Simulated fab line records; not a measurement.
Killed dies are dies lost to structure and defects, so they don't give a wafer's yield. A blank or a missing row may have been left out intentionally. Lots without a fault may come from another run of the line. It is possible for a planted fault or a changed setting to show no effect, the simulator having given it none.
fab line records + flow ritCmos
record
- lots=15
- wafers=45
- lastDay=8
route steps=202 shown NSD@139 M1@202
lots that met no fault: taken from a fault-free run of the same line
startH: start of the lot's first displayed wafer, in hours after the record's first day + waitH: time in hours since the lot's previous step + " as in the row above + L1.1+2: a row that stands for several wafers + - either no value or no given start + * or withheld: withheld + < > ~ a bound
route shown NAME@n: a module of which the file shows steps, and the number in the route of the first + usual: average and standard deviation across the fault-free wafers + same: alike in all rows + chamber/n: place in a boat + sites: each site's reading + _std_site: standard deviation across them + _edge_site: inner sites' mean taken away from outer sites' mean + radiusMm: how far each site lies from the wafer's centre + mask NAME#n: copy n + behind: the last tool/chamber to shape the wafer + hold: cause of the lot's hold/its duration in hours/its outcome + device: names the non-switching transistor (n, p or np) + end of line: tests of these same wafers at the route's end + a step with no rows: only its recipe + killed: dies that structure and defects cost at the first sort, which is not the same as the wafer's yield + map: per-die view of a wafer (x killed, . not killed, _ where there is no die)
set.NAME: the setting the step ran with; set.NAME@STEP: the setting that earlier step ran with + model.NAME: the simulator's own value behind a step, which no gauge read
steps of the route over a sample of lots; a table a step, a row a wafer
services: when a tool's chamber went out of use (startH, in hours from the record's first day, below 0 if earlier), for how many hours, and the reason
## steps
# step RIT_NSD_IMPLANT_08
# recipe
- species=P
- energyKev=25
- doseCm2=1e+15
- tiltDeg=7
# usual
- beamEnergyKeV=25.000/0.0072
- endStationPressureTorr=7.6e-06/4.1e-07
- tiltDeg=7.003/0.018
| lot.wafer | tool         | chamber | startH | waitH | beamEnergyKeV | endStationPressureTorr | tiltDeg |
|-----------|--------------|---------|--------|-------|---------------|------------------------|---------|
| L421.1    | implanter-04 | 0       | 57.98  | 0.1   | 25.004        | 8.4e-06                | 6.998   |
| L421.4    | "            | 0       | "      | "     | 24.996        | 7.9e-06                | 7.006   |
| L421.6    | "            | 0       | "      | "     | 24.997        | 7.6e-06                | 6.996   |
| L423.2    | implanter-02 | 0       | 60.65  | 0.1   | 25.005        | 7.1e-06                | 6.978   |
| L423.4    | "            | 0       | "      | "     | 25.001        | 7.8e-06                | 7.016   |
| L423.5    | "            | 0       | "      | "     | 25.006        | 8e-06                  | 7.002   |
| L426.1    | implanter-04 | 0       | 78.30  | 0.1   | 25.009        | 8.1e-06                | 7.021   |
| L426.3    | "            | 0       | "      | "     | 24.994        | 7.6e-06                | 7.000   |
| L426.6    | "            | 0       | "      | "     | 25.004        | 7.8e-06                | 7.002   |
| L427.3    | implanter-02 | 0       | 84.76  | 0.1   | 24.988        | 7.2e-06                | 6.987   |
| L427.4    | "            | 0       | "      | "     | 24.997        | 7.7e-06                | 6.992   |
| L427.5    | "            | 0       | "      | "     | 24.994        | 7.2e-06                | 7.004   |
| L428.1    | implanter-02 | 0       | 87.84  | 0.1   | 24.998        | 8.4e-06                | 6.976   |
| L428.2    | "            | 0       | "      | "     | 25.002        | 7.8e-06                | 6.992   |
| L428.6    | "            | 0       | "      | "     | 25.000        | 7.5e-06                | 6.993   |
| L429.2    | implanter-04 | 0       | 90.19  | 0.1   | 25.009        | 7.4e-06                | 7.009   |
| L429.4    | "            | 0       | "      | "     | 24.992        | 7.4e-06                | 6.975   |
| L429.6    | "            | 0       | "      | "     | 24.997        | 7.7e-06                | 7.018   |
| L430.1    | implanter-02 | 0       | 99.68  | 0.1   | 25.003        | 6.9e-06                | 7.024   |
| L430.3    | "            | 0       | "      | "     | 25.002        | 7.5e-06                | 7.001   |
| L430.4    | "            | 0       | "      | "     | 25.019        | 7.3e-06                | 7.021   |
| L433.3    | implanter-02 | 0       | 112.99 | 0.1   | 22.492        | 7.9e-06                | 6.996   |
| L433.4    | "            | 0       | "      | "     | 22.498        | 7.3e-06                | 7.025   |
| L433.5    | "            | 0       | "      | "     | 22.500        | 7.8e-06                | 6.986   |
| L434.1    | implanter-02 | 0       | 120.32 | 0.1   | 22.505        | 7.3e-06                | 7.018   |
| L434.5    | "            | 0       | "      | "     | 22.505        | 7.8e-06                | 7.018   |
| L434.6    | "            | 0       | "      | "     | 22.510        | 8.2e-06                | 7.010   |
| L436.1    | implanter-03 | 0       | 135.20 | 0.1   | 24.994        | 7.2e-06                | 7.013   |
| L436.2    | "            | 0       | "      | "     | 24.994        | 6.8e-06                | 7.019   |
| L436.3    | "            | 0       | "      | "     | 24.986        | 7.3e-06                | 6.992   |
| L437.1    | implanter-02 | 0       | 135.58 | 0.1   | 22.496        | 7.1e-06                | 7.003   |
| L437.2    | "            | 0       | "      | "     | 22.510        | 8.2e-06                | 6.986   |
| L437.3    | "            | 0       | "      | "     | 22.504        | 8.3e-06                | 7.027   |
| L439.2    | implanter-04 | 0       | 156.64 | 0.1   | 24.995        | 7.2e-06                | 7.034   |
| L439.3    | "            | 0       | "      | "     | 25.006        | 7.2e-06                | 6.978   |
| L439.6    | "            | 0       | "      | "     | 24.996        | 7.6e-06                | 7.021   |
| L442.3    | implanter-03 | 0       | 170.57 | 0.1   | 25.002        | 7.3e-06                | 7.010   |
| L442.4    | "            | 0       | "      | "     | 25.011        | 8.1e-06                | 6.983   |
| L442.6    | "            | 0       | "      | "     | 24.997        | 7.6e-06                | 6.984   |
| L443.2    | implanter-03 | 0       | 179.26 | 0.1   | 24.992        | 7.9e-06                | 6.980   |
| L443.3    | "            | 0       | "      | "     | 24.997        | 7.3e-06                | 7.012   |
| L443.6    | "            | 0       | "      | "     | 24.988        | 8.8e-06                | 7.019   |
| L444.2    | implanter-04 | 0       | 185.57 | 0.1   | 24.995        | 7.7e-06                | 6.999   |
| L444.3    | "            | 0       | "      | "     | 25.005        | 6.9e-06                | 7.016   |
| L444.5    | "            | 0       | "      | "     | 24.996        | 7.9e-06                | 7.002   |
# step RIT_NSD_TW_MEAS_10
# usual
- NSD_TW=3132/26
| lot.wafer | tool         | chamber | startH | waitH | hold                    | NSD_TW |
|-----------|--------------|---------|--------|-------|-------------------------|--------|
| L421.1    | filmMetro-02 | -       | 58.30  | 0.1   | -                       | 3113   |
| L421.4    | "            | -       | "      | "     | -                       | 3123   |
| L421.6    | "            | -       | "      | "     | -                       | 3120   |
| L423.2    | filmMetro-03 | -       | 60.96  | 0.1   | -                       | 3159   |
| L423.4    | "            | -       | "      | "     | -                       | 3155   |
| L423.5    | "            | -       | "      | "     | -                       | 3157   |
| L426.1    | filmMetro-02 | -       | 78.62  | 0.1   | -                       | 3136   |
| L426.3    | "            | -       | "      | "     | -                       | 3131   |
| L426.6    | "            | -       | "      | "     | -                       | 3124   |
| L427.3    | filmMetro-04 | -       | 85.05  | 0.1   | -                       | 3122   |
| L427.4    | "            | -       | "      | "     | -                       | 3127   |
| L427.5    | "            | -       | "      | "     | -                       | 3115   |
| L428.1    | filmMetro-03 | -       | 88.16  | 0.1   | -                       | 3186   |
| L428.2    | "            | -       | "      | "     | -                       | 3190   |
| L428.6    | "            | -       | "      | "     | -                       | 3165   |
| L429.2    | filmMetro-02 | -       | 90.50  | 0.1   | -                       | 3124   |
| L429.4    | "            | -       | "      | "     | -                       | 3148   |
| L429.6    | "            | -       | "      | "     | -                       | 3143   |
| L430.1    | filmMetro-03 | -       | 100.00 | 0.1   | -                       | 3159   |
| L430.3    | "            | -       | "      | "     | -                       | 3151   |
| L430.4    | "            | -       | "      | "     | -                       | 3147   |
| L433.3    | filmMetro-02 | -       | 113.29 | 0.1   | -                       | 3044   |
| L433.4    | "            | -       | "      | "     | -                       | 3047   |
| L433.5    | "            | -       | "      | "     | -                       | 3038   |
| L434.1    | filmMetro-02 | -       | 120.65 | 0.1   | awaitDispo/0.2h/release | 3051   |
| L434.5    | "            | -       | "      | "     | awaitDispo/0.2h/release | 3055   |
| L434.6    | "            | -       | "      | "     | awaitDispo/0.2h/release | 3040   |
| L434.1    | filmMetro-02 | -       | 120.87 | 0.2   | -                       | 3038   |
| L434.5    | "            | -       | "      | "     | -                       | 3046   |
| L434.6    | "            | -       | "      | "     | -                       | 3042   |
| L436.1    | filmMetro-03 | -       | 135.52 | 0.1   | -                       | 3183   |
| L436.2    | "            | -       | "      | "     | -                       | 3169   |
| L436.3    | "            | -       | "      | "     | -                       | 3174   |
| L437.1    | filmMetro-04 | -       | 135.90 | 0.1   | awaitDispo/0.2h/release | 3025   |
| L437.2    | "            | -       | "      | "     | awaitDispo/0.2h/release | 3017   |
| L437.3    | "            | -       | "      | "     | awaitDispo/0.2h/release | 3016   |
| L437.1    | filmMetro-04 | -       | 136.13 | 0.2   | -                       | 3026   |
| L437.2    | "            | -       | "      | "     | -                       | 3025   |
| L437.3    | "            | -       | "      | "     | -                       | 3040   |
| L439.2    | filmMetro-04 | -       | 156.95 | 0.1   | -                       | 3102   |
| L439.3    | "            | -       | "      | "     | -                       | 3119   |
| L439.6    | "            | -       | "      | "     | -                       | 3114   |
| L442.3    | filmMetro-04 | -       | 170.86 | 0.1   | -                       | 3099   |
| L442.4    | "            | -       | "      | "     | -                       | 3085   |
| L442.6    | "            | -       | "      | "     | -                       | 3110   |
| L443.2    | filmMetro-04 | -       | 179.57 | 0.1   | -                       | 3108   |
| L443.3    | "            | -       | "      | "     | -                       | 3124   |
| L443.6    | "            | -       | "      | "     | -                       | 3097   |
| L444.2    | filmMetro-03 | -       | 185.88 | 0.1   | -                       | 3146   |
| L444.3    | "            | -       | "      | "     | -                       | 3156   |
| L444.5    | "            | -       | "      | "     | -                       | 3160   |
# step RIT_SDANNEAL_RS_MEAS_05
# recipe
- thkMeasGauge=four-point-probe
# usual
- NSD_RS=84.52/0.29
| lot.wafer | tool         | chamber | startH | waitH | hold                    | NSD_RS[ohm/sq] |
|-----------|--------------|---------|--------|-------|-------------------------|----------------|
| L421.1    | filmMetro-02 | -       | 60.68  | 0.1   | -                       | 84.38          |
| L421.4    | "            | -       | "      | "     | -                       | 84.15          |
| L421.6    | "            | -       | "      | "     | -                       | 84.27          |
| L423.2    | filmMetro-02 | -       | 63.01  | 0.1   | -                       | 84.90          |
| L423.4    | "            | -       | "      | "     | -                       | 84.42          |
| L423.5    | "            | -       | "      | "     | -                       | 84.28          |
| L426.1    | filmMetro-04 | -       | 80.65  | 0.1   | -                       | 84.69          |
| L426.3    | "            | -       | "      | "     | -                       | 84.52          |
| L426.6    | "            | -       | "      | "     | -                       | 84.45          |
| L427.3    | filmMetro-02 | -       | 87.38  | 0.1   | -                       | 84.22          |
| L427.4    | "            | -       | "      | "     | -                       | 84.70          |
| L427.5    | "            | -       | "      | "     | -                       | 84.27          |
| L428.1    | filmMetro-03 | -       | 90.39  | 0.1   | -                       | 84.48          |
| L428.2    | "            | -       | "      | "     | -                       | 84.34          |
| L428.6    | "            | -       | "      | "     | -                       | 84.44          |
| L429.2    | filmMetro-04 | -       | 92.54  | 0.1   | -                       | 84.17          |
| L429.4    | "            | -       | "      | "     | -                       | 84.19          |
| L429.6    | "            | -       | "      | "     | -                       | 83.85          |
| L430.1    | filmMetro-02 | -       | 102.05 | 0.1   | -                       | 84.51          |
| L430.3    | "            | -       | "      | "     | -                       | 84.55          |
| L430.4    | "            | -       | "      | "     | -                       | 84.25          |
| L433.3    | filmMetro-02 | -       | 115.49 | 0.1   | awaitDispo/0.2h/release | 85.79          |
| L433.4    | "            | -       | "      | "     | awaitDispo/0.2h/release | 85.41          |
| L433.5    | "            | -       | "      | "     | awaitDispo/0.2h/release | 85.72          |
| L433.3    | filmMetro-02 | -       | 115.85 | 0.3   | -                       | 85.65          |
| L433.4    | "            | -       | "      | "     | -                       | 85.38          |
| L433.5    | "            | -       | "      | "     | -                       | 85.63          |
| L434.1    | filmMetro-02 | -       | 122.91 | 0.1   | awaitDispo/0.2h/release | 86.05          |
| L434.5    | "            | -       | "      | "     | awaitDispo/0.2h/release | 85.85          |
| L434.6    | "            | -       | "      | "     | awaitDispo/0.2h/release | 86.19          |
| L434.1    | filmMetro-02 | -       | 123.20 | 0.3   | -                       | 86.27          |
| L434.5    | "            | -       | "      | "     | -                       | 85.77          |
| L434.6    | "            | -       | "      | "     | -                       | 86.17          |
| L436.1    | filmMetro-02 | -       | 137.91 | 0.1   | -                       | 84.64          |
| L436.2    | "            | -       | "      | "     | -                       | 84.73          |
| L436.3    | "            | -       | "      | "     | -                       | 84.93          |
| L437.1    | filmMetro-04 | -       | 144.61 | 0.1   | awaitDispo/0.2h/release | 86.04          |
| L437.2    | "            | -       | "      | "     | awaitDispo/0.2h/release | 85.97          |
| L437.3    | "            | -       | "      | "     | awaitDispo/0.2h/release | 85.80          |
| L437.1    | filmMetro-04 | -       | 144.89 | 0.3   | -                       | 85.94          |
| L437.2    | "            | -       | "      | "     | -                       | 85.93          |
| L437.3    | "            | -       | "      | "     | -                       | 85.72          |
| L439.2    | filmMetro-02 | -       | 159.12 | 0.1   | -                       | 84.25          |
| L439.3    | "            | -       | "      | "     | -                       | 84.28          |
| L439.6    | "            | -       | "      | "     | -                       | 84.38          |
| L442.3    | filmMetro-03 | -       | 172.91 | 0.1   | -                       | 85.22          |
| L442.4    | "            | -       | "      | "     | -                       | 84.95          |
| L442.6    | "            | -       | "      | "     | -                       | 84.88          |
| L443.2    | filmMetro-03 | -       | 181.64 | 0.1   | -                       | 84.32          |
| L443.3    | "            | -       | "      | "     | -                       | 84.44          |
| L443.6    | "            | -       | "      | "     | -                       | 84.78          |
| L444.2    | filmMetro-04 | -       | 187.94 | 0.1   | -                       | 84.67          |
| L444.3    | "            | -       | "      | "     | -                       | 84.74          |
| L444.5    | "            | -       | "      | "     | -                       | 84.95          |
# step RIT_M1_PROBE_99
# usual
- killedAtContacts=0.0/0.22
- killedAtFrontEnd=6.6/2.7
- killedDies=6.7/2.7
- killedOpen=3.4/2
- killedShort=3.2/1.8
# same
- grossDies=264
- killed_at_M0_to_M3=0
- killed_at_M4_up=0
- killedAtBackSide=0
- killedAtOther=0
| lot.wafer | tool      | chamber | startH | waitH | killedAtContacts | killedAtFrontEnd | killedDies | killedOpen | killedShort |
|-----------|-----------|---------|--------|-------|------------------|------------------|------------|------------|-------------|
| L433.3    | prober-02 | -       | 123.88 | 0.2   | 0                | 5                | 5          | 4          | 1           |
| L433.4    | prober-02 | -       | 123.93 | 0.2   | 0                | 3                | 3          | 1          | 2           |
| L433.5    | prober-02 | -       | 123.98 | 0.2   | 0                | 2                | 2          | 1          | 1           |
| L434.1    | prober-01 | -       | 137.22 | 0.1   | 0                | 4                | 4          | 2          | 2           |
| L434.5    | prober-01 | -       | 137.42 | 0.2   | 0                | 7                | 7          | 2          | 5           |
| L434.6    | prober-01 | -       | 137.47 | 0.2   | 0                | 5                | 5          | 4          | 1           |
| L437.1    | prober-02 | -       | 157.21 | 0.1   | 0                | 3                | 3          | 0          | 3           |
| L437.2    | prober-02 | -       | 157.26 | 0.1   | 0                | 5                | 5          | 4          | 1           |
| L437.3    | prober-02 | -       | 157.31 | 0.2   | 0                | 8                | 8          | 2          | 6           |
# killed by level:class
L433.3 FOX2:geometricParticle:open=2 GATE:geometricParticle:open=2 SPACER:geometricParticle:short=1
L433.4 GATE:geometricParticle:short=2 GATE:geometricParticle:open=1
L433.5 GATE:geometricParticle:short=1 SILICIDE:geometricParticle:open=1
L434.1 GATE:geometricParticle:short=1 GATE:geometricParticle:open=1 REOX:geometricParticle:open=1 REOX:geometricParticle:short=1
L434.5 GATE:geometricParticle:short=2 SILICIDE:geometricParticle:short=2 GATE:geometricParticle:open=1 REOX:geometricParticle:short=1 SILICIDE:geometricParticle:open=1
L434.6 SPACER:geometricParticle:open=2 FOX1:geometricParticle:open=1 SILICIDE:geometricParticle:short=1 SILICIDE:geometricParticle:open=1
L437.1 FOX1:geometricParticle:short=1 FOX2:geometricParticle:short=1 GATE:geometricParticle:short=1
L437.2 FOX1:geometricParticle:open=2 FOX2:geometricParticle:open=1 SPACER:geometricParticle:open=1 SILICIDE:geometricParticle:short=1
L437.3 GATE:geometricParticle:short=2 GATE:geometricParticle:open=2 SILICIDE:geometricParticle:short=2 FOX1:geometricParticle:short=1 FOX2:geometricParticle:short=1
## services
| tool         | chamber | startH | hours | kind   |
|--------------|---------|--------|-------|--------|
| implanter-04 | -       | 87.31  | 2.3   | repair |
| implanter-03 | -       | 108.03 | 3.6   | pm     |
| implanter-04 | -       | 171.25 | 2.4   | repair |
| implanter-02 | -       | 177.92 | 5.7   | pm     |
## key
firstSign
- step=RIT_NSD_IMPLANT_08
- reading=beamEnergyKeV
- direction=down
- sigmas=99+
- usual=25.000
- struck=22.502
effect
- step=RIT_NSD_TW_MEAS_10
- reading=visit
- direction=added
effect
- step=RIT_SDANNEAL_RS_MEAS_05
- reading=visit
- direction=added
metAt RIT_NSD_IMPLANT_08
struckLots L433,L434,L437
testerLeftOut L433,L434,L437
onsetBetween 99.68 112.99
fault
- kind=processParameterDrift
- tool=implanter-02
- chamber=-
- onsetH=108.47
- steps=RIT_NSD_IMPLANT_08
- channel=energyKev
- offset=-2.5
- shape=step
- endH=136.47
- actsIn=theseRecipesOnly
- stated=25
# testerLeftOut: of these lots the tester's yield and bins aren't shown, on N5 and GAA mostly nor the transistor test; their killed dies are dies lost to structure and defects alone, not to doping, threshold or leakage, so they don't give the yield
